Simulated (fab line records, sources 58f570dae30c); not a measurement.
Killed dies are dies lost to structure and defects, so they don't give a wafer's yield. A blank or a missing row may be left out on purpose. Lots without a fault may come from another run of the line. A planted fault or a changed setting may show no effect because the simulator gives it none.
fab line records | flow berkeley_cmos170
record lots=7 wafers=21 last_day=13
route steps=331 shown WELLDRIVE@58 ACTIVE@60
lots that met no fault: from a run of the same line without faults
start_h: hours from the record's first day to the start of the lot's first wafer shown | wait_h: hours since the lot's step before | " the same as in the row above | L1.1+2: a row that stands for several wafers | - no value, or no start given | * or withheld: withheld | < > ~ a bound
route shown NAME@n: a module of which the file shows steps, and the number in the route of the first | usual: mean/standard deviation of fault-free wafers | same: alike in all rows | chamber/n: place in a boat | sites: the reading at each site | _std_site: their standard deviation | _edge_site: outer sites' mean less inner sites' | radius_mm: how far each site lies from the wafer's centre | mask NAME#n: copy n | behind: the tool/chamber that last shaped the wafer | hold: why the lot was held/for how many hours/how that ended | device: the transistor (n, p or np) that didn't switch | end of line: the same wafers' tests at the end of the route | a step without rows: its recipe alone | killed: dies lost to structure and defects at the first sort, not the wafer's yield | map: a wafer's dies, x killed, . not, _ none there
set.NAME: the setting as run; set.NAME@STEP: as run at that earlier step | model.NAME: the simulator's own value behind a step, which no gauge read
lots at some steps of the route; a table a step, a row a wafer
services: from which hour (start_h, from the record's first day; less than 0 if before it) a tool's chamber was out of use, for how many hours, and why
## steps
# step UCB170_WELLDRIVE_ANNEAL_03
# recipe temp_c=1100 time_s=900 ambient=N2
# step UCB170_WELLDRIVE_WET_ETCH_04
# recipe chemistry=BOE dilution=5:1 target=SiO2 temp_c=25 time_s=120
# step UCB170_ACTIVE_CLEAN_00
# recipe chemistry=SPM temp_c=120 time_s=600
# step UCB170_ACTIVE_CLEAN_01
# recipe chemistry=dHF dilution=25:1 time_s=60
# step UCB170_ACTIVE_OXIDATION_02
# recipe temp_c=1000 ambient=O2 target_thk_a=264 ox_time_s=1260
# step UCB170_ACTIVE_THK_MEAS_03
# recipe reads=SiO2_of_ACTIVE_OXIDATION_02
# usual ACTIVE_OXIDE_THK=26.4/0.58
# columns lot.wafer tool chamber start_h wait_h ACTIVE_OXIDE_THK[nm]
L706.4 film_metro-02 - 92.16 0.0 26.4
L706.5 " - " " 26.7
L706.6 " - " " 27.1
L709.1 film_metro-02 - 104.38 0.0 26.2
L709.2 " - " " 26.1
L709.5 " - " " 26.0
L710.1 film_metro-03 - 104.38 0.0 26.2
L710.3 " - " " 25.9
L710.5 " - " " 25.9
L712.1 film_metro-03 - 113.83 0.0 26.7
L712.2 " - " " 26.9
L712.3 " - " " 27.0
L718.2 film_metro-03 - 146.06 0.0 26.6
L718.3 " - " " 26.1
L718.5 " - " " 26.3
L722.1 film_metro-04 - 186.06 0.0 25.3
L722.4 " - " " 25.0
L722.6 " - " " 25.5
L724.2 film_metro-04 - 186.13 0.1 25.9
L724.5 " - " " 25.2
L724.6 " - " " 25.5
# step UCB170_ACTIVE_ANNEAL_04
# recipe temp_c=1000 time_s=900 ambient=N2
# step UCB170_ACTIVE_CVD_05
# recipe material=Si3N4 target_thk_nm=220 temp_c=800 precursor=SiH2Cl2/NH3 time_s=3300 pressure_mtorr=200 sih2cl2_flow_sccm=25 nh3_flow_sccm=75
# step UCB170_ACTIVE_THK_MEAS_06
# recipe reads=Si3N4_of_ACTIVE_CVD_05
# usual ACTIVE_NITRIDE_THK=220.0/1.9
# columns lot.wafer tool chamber start_h wait_h ACTIVE_NITRIDE_THK[nm]
L706.4 film_metro-02 - 100.73 0.0 217.5
L706.5 " - " " 218.3
L706.6 " - " " 218.1
L709.1 film_metro-04 - 113.05 0.0 217.7
L709.2 " - " " 218.8
L709.5 " - " " 216.4
L710.1 film_metro-03 - 113.05 0.0 218.0
L710.3 " - " " 219.5
L710.5 " - " " 221.2
L712.1 film_metro-03 - 121.33 0.0 219.9
L712.2 " - " " 221.0
L712.3 " - " " 220.1
L718.2 film_metro-03 - 155.04 0.0 217.0
L718.3 " - " " 217.4
L718.5 " - " " 218.1
L722.1 film_metro-04 - 195.25 0.0 218.4
L722.4 " - " " 219.3
L722.6 " - " " 219.0
L724.2 film_metro-04 - 195.32 0.1 223.1
L724.5 " - " " 223.4
L724.6 " - " " 222.5
# step UCB170_ACTIVE_HMDS_07
# recipe prime_time_s=60 prime_temp_c=100
# step UCB170_ACTIVE_COAT_08
# recipe resist=KrF spin_rpm=1500 resist_thk_nm=900
# step UCB170_ACTIVE_SOFTBAKE_09
# recipe resist=KrF temp_c=130 time_s=60
# step UCB170_ACTIVE_EXPOSE_10
# recipe mask_id=ACTIVE target_cd_nm=1200 na=0.5 sigma_outer=0.6 source_shape=conventional dose_mj=20
# usual exposure_dose_mJ_cm2=19.997/0.019 focus_offset_nm=0.0/0.55
# columns lot.wafer tool chamber start_h wait_h mask exposure_dose_mJ_cm2 focus_offset_nm
L706.4 krf_scanner-02 0 101.39 0.2 ACTIVE#0 20.000 -0.1
L706.5 " 0 " " ACTIVE#0 19.954 -0.1
L706.6 " 0 " " ACTIVE#0 19.993 0.2
L709.1 krf_scanner-02 - 113.69 0.2 ACTIVE#0 - -
L709.2 " - " " ACTIVE#0 - -
L709.5 " - " " ACTIVE#0 - -
L710.1 krf_scanner-02 - 113.80 0.3 ACTIVE#0 - -
L710.3 " - " " ACTIVE#0 - -
L710.5 " - " " ACTIVE#0 - -
L712.1 krf_scanner-02 - 121.84 0.1 ACTIVE#0 - -
L712.2 " - " " ACTIVE#0 - -
L712.3 " - " " ACTIVE#0 - -
L718.2 krf_scanner-01 0 155.69 0.2 ACTIVE#0 20.012 -0.5
L718.3 " 0 " " ACTIVE#0 19.996 -0.3
L718.5 " 0 " " ACTIVE#0 20.012 0.7
L722.1 krf_scanner-02 0 196.49 0.2 ACTIVE#0 20.006 1.0
L722.4 " 0 " " ACTIVE#0 20.001 0.0
L722.6 " 0 " " ACTIVE#0 19.984 0.9
L724.2 krf_scanner-02 0 197.21 0.5 ACTIVE#0 20.011 -0.5
L724.5 " 0 " " ACTIVE#0 20.009 0.1
L724.6 " 0 " " ACTIVE#0 19.970 0.0
# step UCB170_ACTIVE_PEB_11
# recipe peb_temp_c=130 peb_time_s=withheld resist=KrF
## services
# columns tool chamber start_h hours kind
krf_scanner-02 - 82.75 1.0 pm
krf_scanner-02 - 98.29 0.8 pm
krf_scanner-01 - 102.84 2.9 repair
krf_scanner-02 - 137.13 4.4 pm
krf_scanner-01 - 141.60 1.3 pm
krf_scanner-01 - 146.53 4.0 pm
krf_scanner-01 - 157.26 8.2 repair
krf_scanner-01 - 165.42 3.6 pm
krf_scanner-01 - 169.31 1.0 pm
krf_scanner-02 - 171.47 12.7 repair
krf_scanner-01 - 196.81 5.2 repair
## key
first_sign step=UCB170_ACTIVE_EXPOSE_10 reading=tool_record direction=missing
effect none on later readings
met_at UCB170_ACTIVE_EXPOSE_10
struck_wafers L709.1,L709.2,L709.5,L710.1,L710.3,L710.5,L712.1,L712.2,L712.3
later_rows_left_out L709.1,L709.2,L709.5,L710.1,L710.3,L710.5,L712.1,L712.2,L712.3
sort_left_out L709.1,L709.2,L709.5,L710.1,L710.3,L710.5,L712.1,L712.2,L712.3
tester_left_out L709,L710,L712
onset_between 101.39 113.69
fault kind=skipped_step_whole tool=krf_scanner-02 chamber=- onset_h=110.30 steps=UCB170_ACTIVE_EXPOSE_10 scope=struck_lots_only
# tester_left_out: of these lots the tester's yield and bins aren't shown, on N5 and GAA mostly nor the transistor test; their killed dies are dies lost to structure and defects alone, not to doping, threshold or leakage, so they don't give the yield
# sort_left_out: the simulated sort isn't trusted on such a fault, so these wafers' sort isn't shown, and their yield isn't known
# later_rows_left_out: the simulator's readings of these wafers behind a module that went badly wrong aren't trusted and aren't shown, but for the sort
